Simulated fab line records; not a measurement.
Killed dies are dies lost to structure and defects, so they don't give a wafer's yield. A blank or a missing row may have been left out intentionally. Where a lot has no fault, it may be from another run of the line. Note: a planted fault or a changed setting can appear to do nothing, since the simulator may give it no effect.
Which tool is to blame?    flow berkeley_cmos170    6 lots, 18 wafers sampled, at 3 steps of a route of 331

== WHAT THE GAUGES READ, wafer by wafer ==
UCB170_M1_CD_MEAS_90: target cd 700 nm.
lot   measured      on         cd_nm (nm)
L304  day 9 04:53   cd_sem-02  698.1 695.1 696.5
L303  day 9 09:14   cd_sem-01  701.4 702.0 704.2
L308  day 10 03:50  cd_sem-02  695.5 697.5 696.7
L313  day 11 08:56  cd_sem-02  699.0 698.7 695.9
L317  day 12 02:31  cd_sem-01  697.3 698.2 699.7
L321  day 12 21:41  cd_sem-02  701.5 699.9 696.9

== WHICH TOOL RAN EACH LOT (tool, then ch and the chambers of the sampled wafers, then the start) ==
lot   UCB170_CONTACT_ETCH_17              UCB170_M1_METAL_ETCH_12
L304  rie_diel-04 ch 0,1,2, day 9 02:17   rie_metal-01 ch 0, day 9 04:39
L303  rie_diel-04 ch 0,1, day 9 05:43     rie_metal-01 ch 1, day 9 08:56
L308  rie_diel-03 ch 0,2,3, day 10 01:46  rie_metal-01 ch 0,1, day 10 03:36
L313  rie_diel-01 ch 2,3, day 11 06:37    rie_metal-04 ch 0,1, day 11 08:41
L317  rie_diel-03 ch 2,3, day 11 23:44    rie_metal-01 ch 0,1, day 12 02:16
L321  rie_diel-03 ch 1,2,3, day 12 16:50  rie_metal-03 ch 0,1, day 12 21:24
- UCB170_CONTACT_ETCH_17: etches BARC in N2/H2.
- UCB170_M1_METAL_ETCH_12: etches Al in Cl2/BCl3, stops on PSG, target depth 780 nm, time 130 s.

== THE ANSWER, worked out from the rows above alone ==
Rule: what is usual is taken from the lots themselves. The widest of any qualifying gaps counts: lots, ordered by their means at a reading, are off when they make up no more than a third of the lots, leave a main group of 4 or more, and stand apart from it by 3 or more times the standard deviation of that group's means. The tables above print the reading to a certain number of digits; a main group whose means all agree to those digits is not used. A lot without any number at a reading at which 4 lots or more have one is off too. Where the step has rows for the other lots, those lots are counted as sound.
No lot is off on any of the readings shown, so nothing can be concluded from this.

== WHAT THE SIMULATOR PUT IN ==
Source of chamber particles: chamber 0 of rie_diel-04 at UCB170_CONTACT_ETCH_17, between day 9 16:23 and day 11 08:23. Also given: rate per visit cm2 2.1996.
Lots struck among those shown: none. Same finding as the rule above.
